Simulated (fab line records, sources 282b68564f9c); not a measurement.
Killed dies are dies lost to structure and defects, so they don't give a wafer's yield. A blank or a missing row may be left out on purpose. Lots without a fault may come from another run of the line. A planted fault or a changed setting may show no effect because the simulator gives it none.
fab line records | flow rit_cmos
record lots=5 wafers=15 last_day=7
route steps=202 shown ACTIVE@1 M1@202
lots that met no fault: from a run of the same line without faults
start_h: hours from the record's first day to the start of the lot's first wafer shown | wait_h: hours since the lot's step before | " the same as in the row above | L1.1+2: a row that stands for several wafers | - no value, or no start given | * or withheld: withheld | < > ~ a bound
route shown NAME@n: a module of which the file shows steps, and the number in the route of the first | usual: mean/standard deviation of fault-free wafers | same: alike in all rows | chamber/n: place in a boat | sites: the reading at each site | _std_site: their standard deviation | _edge_site: outer sites' mean less inner sites' | radius_mm: how far each site lies from the wafer's centre | mask NAME#n: copy n | behind: the tool/chamber that last shaped the wafer | hold: why the lot was held/for how many hours/how that ended | device: the transistor (n, p or np) that didn't switch | end of line: the same wafers' tests at the end of the route | a step without rows: its recipe alone | killed: dies lost to structure and defects at the first sort, not the wafer's yield | map: a wafer's dies, x killed, . not, _ none there
set.NAME: the setting as run; set.NAME@STEP: as run at that earlier step | model.NAME: the simulator's own value behind a step, which no gauge read
lots at some steps of the route; a table a step, a row a wafer
services: from which hour (start_h, from the record's first day; less than 0 if before it) a tool's chamber was out of use, for how many hours, and why
## steps
# step RIT_ACTIVE_BOW_MEAS_00
# recipe mode=bow
# usual INCOMING_BOW=0/6.6
# columns lot.wafer tool chamber start_h wait_h INCOMING_BOW[um]
L207.2 film_metro-02 - 50.02 - 3
L207.4 " - " " -4
L207.5 " - " " -6
L213.1 film_metro-03 - 80.00 - 6
L213.2 " - " " 8
L213.6 " - " " 5
L215.3 film_metro-03 - 90.04 - -7
L215.4 " - " " 1
L215.5 " - " " 3
L219.1 film_metro-02 - 110.00 - 9
L219.3 " - " " -6
L219.6 " - " " -4
L220.1 film_metro-03 - 115.00 - 12
L220.4 " - " " 7
L220.5 " - " " 6
# step RIT_ACTIVE_OXIDATION_01
# recipe temp_c=1000 ambient=O2 target_thk_a=468 ox_time_s=3360
# step RIT_ACTIVE_THK_MEAS_02
# recipe reads=SiO2_of_ACTIVE_OXIDATION_01
# usual ACTIVE_OXIDE_THK=46.8/0.86
# columns lot.wafer tool chamber start_h wait_h ACTIVE_OXIDE_THK[nm]
L207.2 film_metro-03 - 52.06 0.0 48.0
L207.4 " - " " 47.3
L207.5 " - " " 47.0
L213.1 film_metro-03 - 82.50 0.0 46.5
L213.2 " - " " 47.2
L213.6 " - " " 48.1
L215.3 film_metro-03 - 93.52 0.0 47.9
L215.4 " - " " 47.8
L215.5 " - " " 49.3
L219.1 film_metro-02 - 112.38 0.0 46.4
L219.3 " - " " 45.9
L219.6 " - " " 46.9
L220.1 film_metro-03 - 117.05 0.0 46.8
L220.4 " - " " 47.9
L220.5 " - " " 47.9
# step RIT_ACTIVE_CVD_03
# recipe material=Si3N4 target_thk_nm=150 temp_c=810 precursor=SiH2Cl2/NH3 time_s=1500 pressure_mtorr=300 sih2cl2_flow_sccm=60 nh3_flow_sccm=150
# usual sih2cl2_flow_sccm=60.03/0.16 spike_tc_centre_C=811.9/1.5 spike_tc_load_C=835.6/2 spike_tc_source_C=834.0/1.5 susceptor_temp_C=810.00/0.3 zone_power_load_pct=23.1/1 zone_power_source_pct=22.2/0.92
# columns lot.wafer tool chamber start_h wait_h sih2cl2_flow_sccm spike_tc_centre_C spike_tc_load_C spike_tc_source_C susceptor_temp_C zone_power_load_pct zone_power_source_pct model.Si3N4_of_ACTIVE_CVD_03.thk_nm
L207.2 lpcvd-02 0 52.11 0.0 60.04 858.4 877.8 880.8 855.08 27.6 26.8 252.8
L207.4 " 0 " " 60.05 859.1 876.4 878.0 854.89 26.8 26.6 253.4
L207.5 " 0 " " 59.91 858.5 878.9 878.2 854.64 26.9 26.7 253.6
L213.1 lpcvd-01 0 82.56 0.1 60.16 810.2 835.2 832.9 809.71 22.2 22.9 148.2
L213.2 " 0 " " 59.98 809.9 836.2 833.5 810.23 22.3 23.0 147
L213.6 " 0 " " 60.07 809.1 835.7 833.0 809.65 22.4 22.7 147.9
L215.3 lpcvd-01 1 93.56 0.0 60.10 812.0 835.6 834.7 810.13 21.9 21.0 150.3
L215.4 " 1 " " 60.08 811.7 836.5 834.4 809.73 21.8 21.2 150.3
L215.5 " 1 " " 60.03 810.9 837.1 835.2 809.95 22.3 21.1 151.5
L219.1 lpcvd-01 1 112.44 0.1 60.10 810.6 834.8 833.9 810.04 21.9 21.2 150.1
L219.3 " 1 " " 60.17 811.0 837.1 834.6 809.96 22.0 21.0 151.8
L219.6 " 1 " " 60.42 813.3 837.3 835.3 810.37 22.3 21.1 148.3
L220.1 lpcvd-02 1 117.11 0.1 59.95 813.6 835.6 835.1 810.65 24.2 22.2 151.5
L220.4 " 1 " " 60.02 811.9 837.6 836.1 810.31 24.7 22.5 151
L220.5 " 1 " " 60.22 811.4 837.5 836.8 810.25 24.6 22.7 150.6
# step RIT_ACTIVE_THK_MEAS_04
# recipe reads=Si3N4_of_ACTIVE_CVD_03
# usual ACTIVE_NITRIDE_THK=150.2/1.2
# columns lot.wafer tool chamber start_h wait_h hold ACTIVE_NITRIDE_THK[nm]
L207.2 film_metro-03 - 53.54 0.0 await_dispo/0.2h/release 252.6
L207.4 " - " " await_dispo/0.2h/release 253.3
L207.5 " - " " await_dispo/0.2h/release 253.7
L207.2 film_metro-03 - 53.83 0.3 - 252.8
L207.4 " - " " - 253.4
L207.5 " - " " - 253.6
L213.1 film_metro-02 - 83.97 0.0 - 148.3
L213.2 " - " " - 147.0
L213.6 " - " " - 147.9
L215.3 film_metro-04 - 95.00 0.0 - 150.3
L215.4 " - " " - 150.2
L215.5 " - " " - 151.5
L219.1 film_metro-03 - 113.86 0.0 - 150.2
L219.3 " - " " - 151.8
L219.6 " - " " - 148.4
L220.1 film_metro-04 - 118.53 0.0 - 151.5
L220.4 " - " " - 150.9
L220.5 " - " " - 150.7
# step RIT_M1_PROBE_99
# usual defect_limited_yield=97.4/1.2 killed_at_contacts=0.1/0.27 killed_at_front_end=7/3.1 killed_dies=7/3.1 killed_open=3.3/2.1 killed_short=3.5/2 sort_bin_3_pad_short=0.1/0.21 sort_bin_5_function=1.5/0.83 sort_bin_6_memory=1.0/0.65 sort_n_pass=257/3.1 sort_yield_pct=97.4/1.2
# same gross_dies=264 killed_at_M0_to_M3=0 killed_at_M4_up=0 killed_at_back_side=0 killed_at_other=0
# columns lot.wafer tool chamber start_h wait_h defect_limited_yield[%] killed_at_contacts killed_at_front_end killed_dies killed_open killed_short sort_bin_3_pad_short[%] sort_bin_5_function[%] sort_bin_6_memory[%] sort_n_pass sort_yield_pct[%]
L213.1 prober-02 - 132.27 0.1 95.5 0 12 12 9 3 0.4 3.4 0.8 252 95.5
L213.2 prober-02 - 132.32 0.1 95.1 0 13 13 7 6 0 3.8 1.1 251 95.1
L213.6 prober-02 - 132.52 0.2 98.9 0 3 3 2 1 0 0.8 0.4 261 98.9
L215.3 prober-02 - 143.33 0.2 98.5 0 4 4 3 1 0 0.8 0.8 260 98.5
L215.4 prober-02 - 143.38 0.2 94.7 1 13 14 5 9 0 3.4 1.9 250 94.7
L215.5 prober-02 - 143.43 0.2 97.7 0 6 6 3 3 0 1.5 0.8 258 97.7
L219.1 prober-01 - 163.24 0.1 98.9 0 3 3 1 2 0 1.1 0 261 98.9
L219.3 prober-01 - 163.34 0.2 95.8 0 11 11 4 7 0 3.4 0.8 253 95.8
L219.6 prober-01 - 163.49 0.2 97.3 0 7 7 5 2 0 2.3 0.4 257 97.3
L220.1 prober-02 - 165.73 0.1 98.1 0 5 5 2 3 0 1.1 0.8 259 98.1
L220.4 prober-02 - 165.88 0.2 99.2 0 2 2 1 1 0.4 0 0.4 262 99.2
L220.5 prober-02 - 165.93 0.2 97.3 0 7 7 4 3 0 1.9 0.8 257 97.3
# killed by level:class
L213.1 GATE:geometric_particle:open=3 SILICIDE:geometric_particle:open=3 FOX2:geometric_particle:open=2 GATE:geometric_particle:short=1 REOX:geometric_particle:open=1 SPACER:geometric_particle:short=1 SILICIDE:geometric_particle:short=1
L213.2 FOX2:geometric_particle:open=3 GATE:geometric_particle:short=2 SPACER:geometric_particle:open=2 GATE:geometric_particle:open=2 SPACER:geometric_particle:short=2 FOX1:geometric_particle:short=1 SILICIDE:geometric_particle:short=1
L213.6 REOX:geometric_particle:open=1 SILICIDE:geometric_particle:short=1 SILICIDE:geometric_particle:open=1
L215.3 FOX1:geometric_particle:short=1 GATE:geometric_particle:open=1 REOX:geometric_particle:open=1 SPACER:geometric_particle:open=1
L215.4 GATE:geometric_particle:short=6 GATE:geometric_particle:open=3 FOX1:geometric_particle:short=1 REOX:geometric_particle:short=1 SPACER:geometric_particle:open=1 SILICIDE:geometric_particle:short=1 CONTACT:geometric_particle:open=1
L215.5 GATE:geometric_particle:open=2 GATE:geometric_particle:short=1 REOX:geometric_particle:short=1 SPACER:geometric_particle:open=1 SILICIDE:geometric_particle:short=1
L219.1 FOX2:geometric_particle:short=1 REOX:geometric_particle:open=1 SPACER:geometric_particle:short=1
L219.3 FOX2:geometric_particle:short=3 GATE:geometric_particle:open=3 SPACER:geometric_particle:short=3 GATE:geometric_particle:short=1 REOX:geometric_particle:open=1
L219.6 GATE:geometric_particle:open=3 FOX1:geometric_particle:short=1 FOX2:geometric_particle:open=1 REOX:geometric_particle:open=1 SILICIDE:geometric_particle:short=1
L220.1 GATE:geometric_particle:short=2 FOX1:geometric_particle:open=1 GATE:geometric_particle:open=1 SPACER:geometric_particle:short=1
L220.4 FOX1:geometric_particle:open=1 SPACER:geometric_particle:short=1
L220.5 GATE:geometric_particle:open=4 GATE:geometric_particle:short=3
## services
# columns tool chamber start_h hours kind
lpcvd-02 - 53.83 6.0 pm
## key
first_sign step=RIT_ACTIVE_CVD_03 reading=susceptor_temp_C direction=up sigmas=99+ usual=* struck=*
effect step=RIT_ACTIVE_CVD_03 reading=spike_tc_centre_C direction=up sigmas=31 usual=811.9 struck=858.7
effect step=RIT_ACTIVE_THK_MEAS_04 reading=visit direction=added
effect step=RIT_ACTIVE_THK_MEAS_04 reading=ACTIVE_NITRIDE_THK direction=up sigmas=84 usual=150.2 struck=253.2
model_effect step=RIT_ACTIVE_CVD_03 value=Si3N4_of_ACTIVE_CVD_03.thk_nm without=151 struck=253.3
met_at RIT_ACTIVE_CVD_03
struck_wafers L207.2,L207.4,L207.5
scrapped_behind RIT_ACTIVE_THK_MEAS_04 L207.2,L207.4,L207.5
fault kind=process_parameter_drift tool=lpcvd-02 chamber=0 onset_h=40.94 steps=RIT_ACTIVE_CVD_03 channel=temp_c offset=* shape=step end_h=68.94 acts_in=* stated=*
